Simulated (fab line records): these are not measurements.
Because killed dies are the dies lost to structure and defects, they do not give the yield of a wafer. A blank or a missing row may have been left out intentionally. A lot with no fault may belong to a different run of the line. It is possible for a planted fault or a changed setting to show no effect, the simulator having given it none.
Matching of chambers || flow ritCmos || RIT_SPACER_ETCHBACK_05 on rieDiel-04 has 4 sister chambers
The step etches Si3N4 in SF6/CHF3, stops on SiO2, target depth 250 nm, time 240 s. 4 wafers are shown with their chamber, then 7 later ones without.

WAFERS PAIRED WITH THEIR CHAMBERS
{"wafer": "L501.5", "chamber": 0, "drypumpMotorCurrentA (A)": 6.0}
{"wafer": "L505.6", "chamber": 3, "drypumpMotorCurrentA (A)": 5.0}
{"wafer": "L512.2", "chamber": 2, "drypumpMotorCurrentA (A)": 5.3}
{"wafer": "L512.4", "chamber": 1, "drypumpMotorCurrentA (A)": 6.2}

WAFERS MISSING THEIR CHAMBER
{"wafer": "L512.5", "drypumpMotorCurrentA (A)": 6.2}
{"wafer": "L515.2", "drypumpMotorCurrentA (A)": 5.0}
{"wafer": "L515.5", "drypumpMotorCurrentA (A)": 6.2}
{"wafer": "L515.6", "drypumpMotorCurrentA (A)": 6.0}
{"wafer": "L519.1", "drypumpMotorCurrentA (A)": 5.3}
{"wafer": "L519.2", "drypumpMotorCurrentA (A)": 5.1}
{"wafer": "L519.3", "drypumpMotorCurrentA (A)": 6.0}

WHICH CHAMBER EACH ONE RAN IN
{"wafer": "L512.5", "from the rows above": 1, "in truth": 1}
{"wafer": "L515.2", "from the rows above": 3, "in truth": 3}
{"wafer": "L515.5", "from the rows above": 1, "in truth": 1}
{"wafer": "L515.6", "from the rows above": 0, "in truth": 0}
{"wafer": "L519.1", "from the rows above": 2, "in truth": 2}
{"wafer": "L519.2", "from the rows above": 3, "in truth": 3}
{"wafer": "L519.3", "from the rows above": 0, "in truth": 0}
Placed correctly: 7 of 7. Left unplaced by these rows: 0. 0 placed wrongly.
How it was worked out, from the rows above alone: a wafer's distance from a chamber is the root of the sum, over the readings, of the square of ((its reading less the chamber's mean) divided by the reading's scatter). The wafer belongs to the nearest chamber; if the next one is less than 2 further off, it can't be placed. The mean given for a chamber averages the wafers shown for that chamber. The scatter (one wafer shown for each chamber): square how far every hidden wafer sits from the nearest shown wafer, average those squares and take the square root.
